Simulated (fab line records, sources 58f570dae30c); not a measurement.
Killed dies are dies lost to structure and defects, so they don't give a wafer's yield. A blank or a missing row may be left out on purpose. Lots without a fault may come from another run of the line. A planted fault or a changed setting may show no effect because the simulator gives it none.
One fault seen from 2 desks | flow berkeley_cmos170 | each desk has only its own numbers; what lay behind them comes last

THE TOOL OWNER'S DESK: implanter-04
The tool's own readings at UCB170_PVT_IMPLANT_07: means of the sampled wafers that have a number, for each lot that ran on this tool. A lot is out of limits, marked OUT, if its mean lies more than 4 standard deviations from the usual mean; the brackets give that distance.
Columns: A = dose_ions_cm2 at UCB170_PVT_IMPLANT_07, usual 1.9998e+12; B = faraday_current_uA at UCB170_PVT_IMPLANT_07, usual 6.32
lot  | first seen here | A                            | B
L581 | day 5 11:48     | 1.9993e+12                   | 6.33
L585 | day 6 17:11     | 1.9975e+12                   | 6.34
L586 | day 6 18:56     | 2.0001e+12                   | 6.27
L591 | day 7 04:09     | 2.0017e+12                   | 6.31
L595 | day 8 19:26     | 1.6616e+12 (-99 or more) OUT | 5.38 (-6.7) OUT
L597 | day 8 20:00     | 1.6574e+12 (-99 or more) OUT | 5.27 (-7.5) OUT
This desk's finding: out of limits on L595, L597; first on L595, day 8 19:26 (dose_ions_cm2 at UCB170_PVT_IMPLANT_07). In limits: L581, L585, L586, L591.

THE METROLOGY DESK
What the gauges read, lot by lot, whatever tool the lot ran on: means of the sampled wafers that have a number. A lot is out of limits, marked OUT, if its mean lies more than 4 standard deviations from the usual mean; the brackets give that distance.
Columns: A = SCREENOX_OXIDE_THK at UCB170_SCREENOX_THK_MEAS_02, usual 14.51 nm; B = PVT_TW at UCB170_PVT_TW_MEAS_09, usual 513; C = cd_nm at UCB170_CONTACT_CD_MEAS_15, usual 699.9 nm
lot  | first seen here | A     | B             | C
L581 | day 5 01:53     | 14.35 | 511           | 697.5
L582 | day 5 01:54     | 14.57 | 517           | 701.5
L585 | day 6 08:37     | 14.42 | 511           | 698.2
L584 | day 6 08:38     | 14.39 | 509           | 698.8
L586 | day 6 10:23     | 14.47 | 509           | 703.7
L591 | day 6 20:04     | 14.43 | 516           | 698.7
L595 | day 8 07:13     | 14.55 | 481 (-10) OUT | 698.4
L596 | day 8 07:13     | 14.36 | 514           | 699.1
L597 | day 8 07:17     | 14.23 | 481 (-10) OUT | 699.4
L598 | day 8 19:24     | 14.39 | 516           | 699.9
L599 | day 9 04:19     | 14.72 | 511           | 698.5
L601 | day 9 04:19     | 14.59 | 517           | 700.8
L602 | day 9 14:11     | 14.77 | 518           | 700.8
L604 | day 9 14:11     | 14.73 | 515           | 699.4
This desk's finding: out of limits on L595, L597; first on L595, day 8 19:40 (PVT_TW at UCB170_PVT_TW_MEAS_09). In limits: L581, L582, L585, L584, L586, L591, L596, L598, L599, L601, L602, L604.

PUT TOGETHER
The tool owner's desk could have raised an alarm at day 8 19:26, on L595, L597.
The metrology desk could have raised an alarm at day 8 19:40, on L595, L597.
Of the lots named, all ran UCB170_PVT_IMPLANT_07 on implanter-04.

WHAT THE SIMULATOR HAD PUT IN
Process parameter drift: implanter-04, from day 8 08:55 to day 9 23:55, at UCB170_PVT_IMPLANT_07. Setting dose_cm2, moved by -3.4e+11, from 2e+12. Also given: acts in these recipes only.
Lots struck among those shown: L595, L597.
Hours from the fault's start to each desk's first reading out of limits: the tool owner's desk, 11; the metrology desk, 11.
